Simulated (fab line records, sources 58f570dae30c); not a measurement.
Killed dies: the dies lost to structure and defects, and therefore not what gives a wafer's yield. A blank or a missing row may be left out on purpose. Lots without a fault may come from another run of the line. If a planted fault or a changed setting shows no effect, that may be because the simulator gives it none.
One fault seen from 2 desks | flow berkeley cmos170 | numbers are kept per desk, each desk with only its own; the story behind them comes last

THE TOOL OWNER'S DESK: plasma asher-02
The tool's own readings at UCB170_BACKSIDE_STRIP_03 (strips in O2): means of the sampled wafers that have a number, for each lot that ran on this tool. The brackets show how far a lot's mean lies from the usual mean; more than 4 standard deviations puts the lot out of limits, marked OUT.
Columns: A = drypump motor current A at UCB170_BACKSIDE_STRIP_03, usual 5.49 A; B = oes product au at UCB170_BACKSIDE_STRIP_03, usual 0.735 a.u.; C = strip time to endpoint s at UCB170_BACKSIDE_STRIP_03, usual 21.99 s
lot  | first seen here | A    | B                       | C
L501 | day 7 02:51     | 5.47 | 0.734                   | 21.98
L509 | day 8 04:08     | 5.52 | 0.738                   | 21.97
L511 | day 9 02:29     | 5.57 | 0.734                   | 22.04
L516 | day 10 05:38    | 5.56 | 0.020 (-99 or more) OUT | 44.14 (+99 or more) OUT
L518 | day 10 15:36    | 5.51 | 0.020 (-99 or more) OUT | 43.84 (+99 or more) OUT
Finding of this desk: L516, L518 out of limits; the first was L516 at day 10 05:38, on oes product au at UCB170_BACKSIDE_STRIP_03. Within limits: L501, L509, L511.

FROM THE METROLOGY DESK
What the gauges read, lot by lot, whatever tool the lot ran on: means of the sampled wafers that have a number. The brackets show how far a lot's mean lies from the usual mean; more than 4 standard deviations puts the lot out of limits, marked OUT.
Columns: A = cd nm at UCB170_GATE_CD_MEAS_12, usual 349.9 nm; B = NLDD_OVL at UCB170_NLDD_OVL_MEAS_07, usual 5 nm
lot  | first seen here | A     | B
L501 | day 6 12:10     | 351.5 | 0
L503 | day 6 22:37     | 349.1 | 7
L506 | day 7 05:42     | 348.3 | -1
L509 | day 7 12:09     | 349.8 | 8
L510 | day 7 12:11     | 351.7 | -1
L508 | day 7 12:23     | 350.2 | 6
L507 | day 7 12:31     | 350.5 | 10
L511 | day 8 11:43     | 351.0 | 0
L512 | day 8 12:04     | 348.0 | 8
L513 | day 8 17:18     | 350.9 | 3
L516 | day 9 13:04     | 350.0 | 6
L518 | day 9 21:10     | 349.7 | 5
L523 | day 11 00:58    | 349.1 | 6
L524 | day 11 05:40    | 351.3 | 8
This desk's verdict: no lot among the 14 shows anything out of limits.

ALL TOGETHER
At day 10 05:38, on L516, L518, the tool owner's desk was in a position to raise an alarm.
Metrology desk: nothing out of limits seen.
The metrology desk holds a record of L516, L518, inside its limits.
On plasma asher-02, each named lot ran UCB170_BACKSIDE_STRIP_03.

WHAT THE SIMULATOR HAD PUT IN
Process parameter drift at UCB170_BACKSIDE_STRIP_03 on plasma asher-02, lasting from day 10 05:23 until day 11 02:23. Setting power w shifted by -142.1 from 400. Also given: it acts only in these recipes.
Struck lots among those shown: L516, L518.
How many hours passed from the start of the fault until each desk's first out-of-limits reading: the tool owner's desk, 0.
